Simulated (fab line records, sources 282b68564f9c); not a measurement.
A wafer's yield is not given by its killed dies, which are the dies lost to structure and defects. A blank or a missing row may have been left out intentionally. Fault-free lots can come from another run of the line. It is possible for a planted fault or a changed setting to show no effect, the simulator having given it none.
fab line records ; flow rit_cmos
record: lots: 14; wafers: 42; last_day: 7
route steps=202 shown M1@196
lots untouched by any fault: they come from a run of this same line in which no faults occurred
start_h: start of the lot's first displayed wafer, in hours after the record's first day ; wait_h: time in hours since the lot's previous step ; " repeats the value in the row above ; L1.1+2: a row that stands for several wafers ; - either no value or no given start ; * or withheld: withheld ; < > ~ a bound
route shown NAME@n: names a module that has steps shown in the file, with the first one's number in the route ; usual: the fault-free wafers' mean and standard deviation ; same: alike in all rows ; chamber/n: place in a boat ; sites: per-site readings ; _std_site: the values' standard deviation ; _edge_site: outer sites' mean less inner sites' ; radius_mm: for every site, how far away it sits from the centre of the wafer ; mask NAME#n: copy n ; behind: the tool/chamber that last shaped the wafer ; hold: why the lot was held/for how many hours/how that ended ; device: the transistor (n, p or np) that didn't switch ; end of line: tests of these same wafers at the route's end ; step lacking rows: just its recipe ; killed: at the first sort, the dies lost to defects and structure; wafer yield is something else ; map: per-die view of a wafer (x killed, . not killed, _ where there is no die)
set.NAME: the setting that was run; set.NAME@STEP: the one run at that earlier step ; model.NAME: the simulator's own value behind a step, which no gauge read
route steps across a sampled set of lots; one table per step, one row per wafer
services: a tool's chamber out of use, with start hour (start_h, from the record's first day; less than 0 if before it), hours out, and reason
== steps ==
step: RIT_M1_METAL_ETCH_12
recipe: stop_on: SiO2; chemistry: Cl2/BCl3; target: Al; time_s: 165; over_etch_frac: 0.5; pressure_mtorr: 100; target_depth_a: 6000; rf_w: 250; Cl2_flow_sccm: 60; bcl3_flow_sccm: 50
usual: bcl3_flow_sccm: 49.99/0.15; drypump_motor_current_A: 5.9/0.46; oes_product_au: 0.772/0.0097; rf_fwd_power_W: 249.1/0.81; throttle_valve_pct: 8.37/0.13
lot.wafer;tool;chamber;start_h;wait_h;bcl3_flow_sccm;drypump_motor_current_A;oes_product_au;rf_fwd_power_W;rf_hours_counter_h;throttle_valve_pct
L123.2;rie_metal-04;0;60.02;0.2;50.04;6.5;0.766;248.0;4;8.21
L123.3;rie_metal-04;0;60.02;0.2;49.95;6.5;0.756;248.3;-;8.21
L123.4;rie_metal-04;1;60.02;0.2;50.14;5.7;0.777;248.8;-;8.44
L124.2;rie_metal-03;0;65.42;0.2;50.12;6.0;0.776;249.4;2;8.55
L124.3;rie_metal-03;1;65.42;0.2;49.89;5.4;0.766;248.4;-;8.22
L124.4;rie_metal-03;0;65.42;0.2;50.08;6.0;0.781;249.9;-;8.53
L125.4;rie_metal-01;0;71.51;0.1;49.91;5.3;0.789;249.9;-;8.30
L125.5;rie_metal-01;1;71.51;0.1;49.82;6.5;0.776;249.0;-;8.51
L125.6;rie_metal-01;0;71.51;0.1;50.01;5.3;0.786;250.5;-;8.30
L126.4;rie_metal-04;1;74.94;0.1;50.25;5.7;0.774;248.9;-;8.43
L126.5;rie_metal-04;1;74.94;0.1;50.02;5.7;0.769;247.5;-;8.44
L126.6;rie_metal-04;0;74.94;0.1;49.85;6.5;0.765;249.4;-;8.22
L130.1;rie_metal-03;1;96.14;0.2;50.06;5.4;0.776;248.0;3;8.22
L130.4;rie_metal-03;0;96.14;0.2;49.87;6.0;0.758;149.7;-;8.54
L130.6;rie_metal-03;1;96.14;0.2;50.04;5.4;0.753;248.3;-;8.21
L133.1;rie_metal-03;0;110.84;0.2;50.02;6.0;0.752;147.7;3;8.55
L133.5;rie_metal-03;1;110.84;0.2;50.03;5.4;0.769;249.4;-;8.21
L133.6;rie_metal-03;0;110.84;0.2;50.03;6.0;0.761;148.7;-;8.56
L134.2;rie_metal-01;0;115.95;0.2;50.08;5.3;0.783;249.4;37;8.30
L134.3;rie_metal-01;0;115.95;0.2;49.98;5.3;0.777;249.0;-;8.30
L134.6;rie_metal-01;1;115.95;0.2;49.90;6.5;0.774;249.4;-;8.51
L135.1;rie_metal-04;0;120.75;0.2;50.06;6.5;0.760;249.0;5;8.21
L135.2;rie_metal-04;1;120.75;0.2;50.23;5.8;0.768;249.1;5;8.45
L135.3;rie_metal-04;0;120.75;0.2;50.10;6.5;0.768;249.0;-;8.22
L137.1;rie_metal-01;0;131.69;0.2;50.18;5.3;0.775;249.0;37;8.30
L137.3;rie_metal-01;1;131.69;0.2;50.12;6.5;0.772;249.5;-;8.49
L137.4;rie_metal-01;0;131.69;0.2;49.90;5.3;0.773;248.9;-;8.30
L138.2;rie_metal-04;0;137.13;0.2;50.08;6.5;0.750;248.1;5;8.21
L138.5;rie_metal-04;1;137.13;0.2;50.27;5.8;0.774;249.5;-;8.43
L138.6;rie_metal-04;0;137.13;0.2;49.85;6.5;0.761;249.4;-;8.22
L140.2;rie_metal-04;0;145.62;0.2;49.73;6.5;0.753;249.3;5;8.22
L140.4;rie_metal-04;0;145.62;0.2;49.82;6.5;0.758;249.7;-;8.21
L140.5;rie_metal-04;1;145.62;0.2;49.97;5.7;0.769;249.5;-;8.43
L142.1;rie_metal-04;1;155.93;0.2;50.02;5.7;0.772;249.5;5;8.44
L142.2;rie_metal-04;0;155.93;0.2;50.07;6.5;0.763;248.6;6;8.22
L142.3;rie_metal-04;0;155.93;0.2;50.06;6.5;0.753;249.3;-;8.21
L143.2;rie_metal-01;0;160.10;0.2;50.30;5.3;0.772;250.4;0;8.30
L143.4;rie_metal-01;0;160.10;0.2;49.91;5.3;0.768;249.8;-;8.30
L143.5;rie_metal-01;1;160.10;0.2;49.89;6.5;0.784;249.8;-;8.51
L145.3;rie_metal-04;1;169.25;0.2;50.00;5.7;0.774;250.3;-;8.44
L145.4;rie_metal-04;0;169.25;0.2;50.25;6.5;0.762;248.1;-;8.23
L145.6;rie_metal-04;0;169.25;0.2;50.01;6.5;0.760;246.8;-;8.23
step: RIT_M1_CD_MEAS_90
recipe: target_cd_nm: 2600
usual: cd_nm: 2599/3.7
lot.wafer;tool;chamber;start_h;wait_h;cd_nm
L123.2;cd_sem-02;-;60.55;0.1;2600
L123.3;cd_sem-02;-;60.55;0.1;2600
L123.4;cd_sem-02;-;60.55;0.1;2598
L124.2;cd_sem-01;-;65.96;0.1;2595
L124.3;cd_sem-01;-;65.96;0.1;2598
L124.4;cd_sem-01;-;65.96;0.1;2596
L125.4;cd_sem-01;-;72.03;0.1;2599
L125.5;cd_sem-01;-;72.03;0.1;2606
L125.6;cd_sem-01;-;72.03;0.1;2600
L126.4;cd_sem-01;-;75.46;0.1;2596
L126.5;cd_sem-01;-;75.46;0.1;2596
L126.6;cd_sem-01;-;75.46;0.1;2601
L130.1;cd_sem-02;-;96.70;0.1;2602
L130.4;cd_sem-02;-;96.70;0.1;2615
L130.6;cd_sem-02;-;96.70;0.1;2602
L133.1;cd_sem-02;-;111.35;0.1;2614
L133.5;cd_sem-02;-;111.35;0.1;2601
L133.6;cd_sem-02;-;111.35;0.1;2615
L134.2;cd_sem-02;-;116.48;0.1;2601
L134.3;cd_sem-02;-;116.48;0.1;2601
L134.6;cd_sem-02;-;116.48;0.1;2604
L135.1;cd_sem-02;-;121.26;0.1;2598
L135.2;cd_sem-02;-;121.26;0.1;2591
L135.3;cd_sem-02;-;121.26;0.1;2596
L137.1;cd_sem-01;-;132.22;0.1;2602
L137.3;cd_sem-01;-;132.22;0.1;2604
L137.4;cd_sem-01;-;132.22;0.1;2599
L138.2;cd_sem-01;-;137.66;0.1;2597
L138.5;cd_sem-01;-;137.66;0.1;2592
L138.6;cd_sem-01;-;137.66;0.1;2599
L140.2;cd_sem-01;-;146.15;0.1;2602
L140.4;cd_sem-01;-;146.15;0.1;2603
L140.5;cd_sem-01;-;146.15;0.1;2597
L142.1;cd_sem-01;-;156.44;0.1;2592
L142.2;cd_sem-01;-;156.44;0.1;2600
L142.3;cd_sem-01;-;156.44;0.1;2600
L143.2;cd_sem-01;-;160.63;0.1;2602
L143.4;cd_sem-01;-;160.63;0.1;2601
L143.5;cd_sem-01;-;160.63;0.1;2600
L145.3;cd_sem-02;-;169.75;0.1;2589
L145.4;cd_sem-02;-;169.75;0.1;2597
L145.6;cd_sem-02;-;169.75;0.1;2598
step: RIT_M1_PROBE_99
usual: defect_limited_yield: 97.2/1.1; killed_at_M0_to_M3: 0.0/0.14; killed_at_contacts: 0.1/0.23; killed_at_front_end: 7.3/2.9; killed_dies: 7.3/3; killed_on_rim: 1.9/1.5; killed_open: 3.6/1.8; killed_short: 3.7/2.1; sort_bin_3_pad_short: 0.1/0.27; sort_bin_5_function: 1.6/0.79; sort_bin_6_memory: 1.0/0.64; sort_n_pass: 256.7/3; sort_yield_pct: 97.2/1.1
same: gross_dies: 264; killed_at_M4_up: 0; killed_at_back_side: 0; killed_at_other: 0
lot.wafer;tool;chamber;start_h;wait_h;defect_limited_yield[%];killed_at_M0_to_M3;killed_at_contacts;killed_at_front_end;killed_dies;killed_on_rim;killed_open;killed_short;sort_bin_3_pad_short[%];sort_bin_5_function[%];sort_bin_6_memory[%];sort_n_pass;sort_yield_pct[%]
L123.2;prober-01;-;62.32;0.1;97.7;0;0;6;6;1;3;3;0;2.3;0;258.0;97.7
L123.3;prober-01;-;62.37;0.2;96.6;0;0;9;9;1;3;6;1.5;1.5;0.4;255.0;96.6
L123.4;prober-01;-;62.42;0.2;98.1;0;0;5;5;1;3;2;0;1.1;0.8;259.0;98.1
L124.2;prober-02;-;67.73;0.1;98.1;0;0;5;5;0;2;3;0;0.8;1.1;259.0;98.1
L124.3;prober-02;-;67.78;0.2;95.8;0;1;10;11;1;3;8;1.1;1.9;1.1;253.0;95.8
L124.4;prober-02;-;67.83;0.2;97.0;0;0;8;8;0;5;3;0;0.8;2.3;256.0;97.0
L125.4;prober-01;-;73.86;0.2;96.6;0;0;9;9;0;5;4;0;1.9;1.5;255.0;96.6
L125.5;prober-01;-;73.91;0.2;97.3;0;1;6;7;3;5;2;0;1.5;1.1;257.0;97.3
L125.6;prober-01;-;73.96;0.2;98.9;0;0;3;3;0;1;2;0;1.1;0;261.0;98.9
L126.4;prober-02;-;77.29;0.2;97.3;0;0;7;7;1;5;1;0.4;1.5;0.8;257.0;97.3
L126.5;prober-02;-;77.34;0.2;95.5;0;0;12;12;2;4;6;0;3.0;1.5;252.0;95.5
L126.6;prober-02;-;77.39;0.2;97.0;0;0;8;8;2;4;3;0;1.5;1.5;256.0;97.0
L130.1;prober-02;-;98.44;0.1;98.1;0;0;5;5;1;3;2;0;1.5;0.4;259.0;98.1
L130.4;prober-02;-;98.59;0.2;1.9;248;0;11;259;65;6;5;0;97.0;1.1;5.0;1.9
L130.6;prober-02;-;98.69;0.2;96.6;1;0;8;9;1;4;5;0;1.1;2.3;255.0;96.6
L133.1;prober-01;-;113.79;0.1;0;261;0;3;264;70;0;3;0;100.0;0;0;0
L133.5;prober-01;-;113.99;0.2;96.6;0;0;9;9;3;3;6;0.4;1.1;1.9;255.0;96.6
L133.6;prober-01;-;114.04;0.2;0.4;261;0;2;263;70;1;1;0;98.9;0.8;1.0;0.4
L134.2;prober-02;-;118.96;0.1;97.3;0;0;7;7;3;4;3;0.4;1.5;0.8;257.0;97.3
L134.3;prober-02;-;119.01;0.2;98.9;0;0;3;3;1;1;2;0;0.4;0.8;261.0;98.9
L134.6;prober-02;-;119.16;0.2;95.5;0;0;12;12;3;5;7;0;2.3;2.3;252.0;95.5
L135.1;prober-01;-;123.67;0.1;97.0;0;0;8;8;1;4;4;0.4;0.8;1.9;256.0;97.0
L135.2;prober-01;-;123.72;0.1;97.7;0;0;6;6;3;4;2;0;1.5;0.8;258.0;97.7
L135.3;prober-01;-;123.77;0.2;97.0;0;0;8;8;3;6;2;0.4;0.4;2.3;256.0;97.0
L137.1;prober-01;-;134.08;0.1;97.3;0;0;7;7;2;3;4;0;1.9;0.8;257.0;97.3
L137.3;prober-01;-;134.18;0.2;96.6;0;0;9;9;3;5;4;0;1.9;1.5;255.0;96.6
L137.4;prober-01;-;134.23;0.2;98.1;0;0;5;5;1;2;3;0;1.5;0.4;259.0;98.1
L138.2;prober-02;-;139.43;0.1;97.3;0;0;7;7;2;2;5;0.4;1.9;0.4;257.0;97.3
L138.5;prober-02;-;139.58;0.2;98.1;0;0;5;5;0;1;4;0;1.5;0.4;259.0;98.1
L138.6;prober-02;-;139.63;0.2;97.3;0;0;7;7;4;3;4;0;1.5;1.1;257.0;97.3
L140.2;prober-02;-;148.76;0.1;98.1;0;0;5;5;2;2;3;0.4;1.1;0.4;259.0;98.1
L140.4;prober-02;-;148.86;0.2;96.6;0;0;9;9;4;2;7;0.8;1.9;0.8;255.0;96.6
L140.5;prober-02;-;148.91;0.2;95.5;0;0;12;12;5;6;6;0;2.3;2.3;252.0;95.5
L142.1;prober-02;-;158.18;0.1;97.0;0;0;8;8;2;4;4;0;1.9;1.1;256.0;97.0
L142.2;prober-02;-;158.23;0.1;97.7;0;0;6;6;0;3;3;0.4;1.5;0.4;258.0;97.7
L142.3;prober-02;-;158.28;0.2;97.0;0;0;8;8;1;4;4;0;1.5;1.5;256.0;97.0
L143.2;prober-01;-;162.40;0.1;98.5;0;0;4;4;1;2;2;0;1.1;0.4;260.0;98.5
L143.4;prober-01;-;162.50;0.2;96.6;0;0;9;9;3;3;6;0.8;1.9;0.8;255.0;96.6
L143.5;prober-01;-;162.55;0.2;97.3;0;0;7;7;1;7;0;0;1.5;1.1;257.0;97.3
L145.3;prober-01;-;171.88;0.2;95.1;0;0;13;13;6;6;5;0;2.7;2.3;251.0;95.1
L145.4;prober-01;-;171.93;0.2;97.0;0;0;8;8;4;7;1;0;2.7;0.4;256.0;97.0
L145.6;prober-01;-;172.03;0.2;98.1;0;0;5;5;1;2;3;0;1.1;0.8;259.0;98.1
killed by level:class
L123.2 FOX1:geometric_particle:short=2 GATE:geometric_particle:open=1 REOX:geometric_particle:open=1 SPACER:geometric_particle:short=1 SILICIDE:geometric_particle:open=1
L123.3 SPACER:geometric_particle:short=3 GATE:geometric_particle:short=2 FOX1:geometric_particle:open=1 FOX2:geometric_particle:open=1 GATE:geometric_particle:open=1 SILICIDE:geometric_particle:short=1
L123.4 GATE:geometric_particle:short=1 GATE:geometric_particle:open=1 REOX:geometric_particle:open=1 REOX:geometric_particle:short=1 SILICIDE:geometric_particle:open=1
L124.2 GATE:geometric_particle:short=2 FOX1:geometric_particle:short=1 FOX2:geometric_particle:open=1 GATE:geometric_particle:open=1
L124.3 GATE:geometric_particle:short=5 FOX1:geometric_particle:open=1 FOX2:geometric_particle:open=1 FOX2:geometric_particle:short=1 GATE:geometric_particle:open=1 SILICIDE:geometric_particle:short=1 CONTACT:geometric_particle:short=1
L124.4 GATE:geometric_particle:open=4 GATE:geometric_particle:short=3 SPACER:geometric_particle:open=1
L125.4 FOX1:geometric_particle:open=3 REOX:geometric_particle:short=2 GATE:geometric_particle:short=1 REOX:geometric_particle:open=1 SILICIDE:geometric_particle:short=1 SILICIDE:geometric_particle:open=1
L125.5 FOX1:geometric_particle:open=1 FOX2:geometric_particle:open=1 GATE:geometric_particle:open=1 GATE:geometric_particle:short=1 SPACER:geometric_particle:open=1 SPACER:geometric_particle:short=1 CONTACT:geometric_particle:open=1
L125.6 GATE:geometric_particle:open=1 GATE:geometric_particle:short=1 SPACER:geometric_particle:short=1
L126.4 GATE:geometric_particle:open=2 FOX1:geometric_particle:short=1 FOX1:geometric_particle:open=1 REOX:geometric_particle:open=1 SPACER:geometric_particle:open=1 PWELL:coat_microbubble_printed=1
L126.5 GATE:geometric_particle:short=3 FOX1:geometric_particle:open=2 SPACER:geometric_particle:short=2 PWELL:coat_microbubble_printed=2 FOX1:geometric_particle:short=1 GATE:geometric_particle:open=1 SPACER:geometric_particle:open=1
L126.6 GATE:geometric_particle:open=3 FOX1:geometric_particle:short=2 REOX:geometric_particle:short=1 REOX:geometric_particle:open=1 PWELL:coat_microbubble_printed=1
L130.1 FOX1:geometric_particle:open=1 FOX1:geometric_particle:short=1 GATE:geometric_particle:short=1 GATE:geometric_particle:open=1 SPACER:geometric_particle:open=1
L130.4 M1:area_etch=248 GATE:geometric_particle:open=3 GATE:geometric_particle:short=3 FOX1:geometric_particle:open=2 FOX1:geometric_particle:short=1 REOX:geometric_particle:short=1 SILICIDE:geometric_particle:open=1
L130.6 GATE:geometric_particle:open=3 GATE:geometric_particle:short=2 REOX:geometric_particle:short=2 FOX1:geometric_particle:open=1 M1:geometric_particle:short=1
L133.1 M1:area_etch=261 GATE:geometric_particle:short=2 REOX:geometric_particle:short=1
L133.5 GATE:geometric_particle:open=3 GATE:geometric_particle:short=2 REOX:geometric_particle:short=2 SPACER:geometric_particle:short=2
L133.6 M1:area_etch=261 FOX1:geometric_particle:open=1 GATE:geometric_particle:short=1
L134.2 FOX2:geometric_particle:open=2 GATE:geometric_particle:short=2 FOX1:geometric_particle:open=1 GATE:geometric_particle:open=1 REOX:geometric_particle:short=1
L134.3 FOX1:geometric_particle:short=1 GATE:geometric_particle:open=1 SPACER:geometric_particle:short=1
L134.6 GATE:geometric_particle:short=3 REOX:geometric_particle:short=3 GATE:geometric_particle:open=2 SPACER:geometric_particle:open=2 FOX2:geometric_particle:short=1 REOX:geometric_particle:open=1
L135.1 FOX2:geometric_particle:open=2 SPACER:geometric_particle:short=2 GATE:geometric_particle:short=1 REOX:geometric_particle:open=1 REOX:geometric_particle:short=1 SPACER:geometric_particle:open=1
L135.2 SPACER:geometric_particle:open=2 GATE:geometric_particle:short=1 REOX:geometric_particle:open=1 SILICIDE:geometric_particle:open=1 SILICIDE:geometric_particle:short=1
L135.3 GATE:geometric_particle:open=4 GATE:geometric_particle:short=1 REOX:geometric_particle:open=1 SILICIDE:geometric_particle:short=1 SILICIDE:geometric_particle:open=1
L137.1 FOX1:geometric_particle:open=2 GATE:geometric_particle:short=2 FOX1:geometric_particle:short=1 FOX2:geometric_particle:short=1 REOX:geometric_particle:open=1
L137.3 GATE:geometric_particle:short=4 GATE:geometric_particle:open=2 REOX:geometric_particle:open=1 SPACER:geometric_particle:open=1 SILICIDE:geometric_particle:open=1
L137.4 GATE:geometric_particle:open=2 FOX1:geometric_particle:short=1 GATE:geometric_particle:short=1 REOX:geometric_particle:short=1
L138.2 GATE:geometric_particle:short=3 SILICIDE:geometric_particle:short=2 FOX1:geometric_particle:open=1 GATE:geometric_particle:open=1
L138.5 SILICIDE:geometric_particle:short=2 FOX1:geometric_particle:short=1 FOX2:geometric_particle:short=1 GATE:geometric_particle:open=1
L138.6 FOX1:geometric_particle:open=1 FOX1:geometric_particle:short=1 GATE:geometric_particle:short=1 GATE:geometric_particle:open=1 REOX:geometric_particle:open=1 SPACER:geometric_particle:short=1 SILICIDE:geometric_particle:short=1
L140.2 FOX1:geometric_particle:open=1 FOX1:geometric_particle:short=1 GATE:geometric_particle:open=1 REOX:geometric_particle:short=1 SILICIDE:geometric_particle:short=1
L140.4 GATE:geometric_particle:short=3 FOX1:geometric_particle:short=2 FOX2:geometric_particle:short=1 FOX2:geometric_particle:open=1 GATE:geometric_particle:open=1 REOX:geometric_particle:short=1
L140.5 GATE:geometric_particle:short=3 GATE:geometric_particle:open=3 FOX1:geometric_particle:open=1 FOX1:geometric_particle:short=1 REOX:geometric_particle:open=1 SPACER:geometric_particle:open=1 SPACER:geometric_particle:short=1 SILICIDE:geometric_particle:short=1
L142.1 GATE:geometric_particle:open=3 FOX2:geometric_particle:short=2 GATE:geometric_particle:short=2 SILICIDE:geometric_particle:open=1
L142.2 GATE:geometric_particle:open=2 SPACER:geometric_particle:short=2 FOX2:geometric_particle:open=1 REOX:geometric_particle:short=1
L142.3 GATE:geometric_particle:open=2 GATE:geometric_particle:short=1 FOX1:geometric_particle:open=1 FOX1:geometric_particle:short=1 SILICIDE:geometric_particle:short=1 SPACER:geometric_particle:short=1 SILICIDE:geometric_particle:open=1
L143.2 GATE:geometric_particle:short=1 GATE:geometric_particle:open=1 REOX:geometric_particle:short=1 SPACER:geometric_particle:open=1
L143.4 GATE:geometric_particle:short=2 SILICIDE:geometric_particle:short=2 SILICIDE:geometric_particle:open=2 FOX1:geometric_particle:short=1 FOX2:geometric_particle:short=1 REOX:geometric_particle:open=1
L143.5 FOX1:geometric_particle:open=2 REOX:geometric_particle:open=2 SILICIDE:geometric_particle:open=2 FOX2:geometric_particle:open=1
L145.3 GATE:geometric_particle:open=4 GATE:geometric_particle:short=4 NLDD:coat_microbubble_printed=2 FOX2:geometric_particle:open=1 REOX:geometric_particle:short=1 REOX:geometric_particle:open=1
L145.4 GATE:geometric_particle:open=4 FOX1:geometric_particle:short=1 FOX2:geometric_particle:open=1 REOX:geometric_particle:open=1 SPACER:geometric_particle:open=1
L145.6 GATE:geometric_particle:short=2 GATE:geometric_particle:open=2 REOX:geometric_particle:short=1
== services ==
tool;chamber;start_h;hours;kind
rie_metal-01;0;42.78;14.4;repair
rie_metal-04;1;60.36;1.8;repair
rie_metal-01;-;136.12;20.0;pm
rie_metal-01;0;136.12;20.0;vent_cycle
rie_metal-01;1;136.12;20.0;vent_cycle
rie_metal-01;0;141.68;3.6;repair
rie_metal-01;0;156.12;-;clean
rie_metal-01;1;156.12;-;clean
== key ==
first_sign: step: RIT_M1_METAL_ETCH_12; reading: rf_fwd_power_W; direction: down; sigmas: 99+; usual: 249.1; struck: 148.7
effect: step: RIT_M1_CD_MEAS_90; reading: cd_nm; direction: up; sigmas: 4.2; usual: 2599; struck: 2615
effect: step: RIT_M1_PROBE_99; reading: killed_at_M0_to_M3; direction: up; sigmas: 99+; usual: 0.0; struck: 256.7
more_kills_born_at: RIT_M1_METAL_ETCH_12@rie_metal-03: 770
met_at RIT_M1_METAL_ETCH_12
struck_lots L130,L133
struck_wafers L130.4,L133.1,L133.6
later_rows_left_out L130.4,L133.1,L133.6
onset_between 65.42 96.14
fault: kind: process_parameter_drift; tool: rie_metal-03; chamber: 0; onset_h: 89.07; steps: RIT_M1_METAL_ETCH_12; channel: rf_w; offset: -100; shape: step; end_h: 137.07; stated: 250
later_rows_left_out: the simulator's readings of these wafers behind a module that went badly wrong aren't trusted and aren't shown, but for the sort
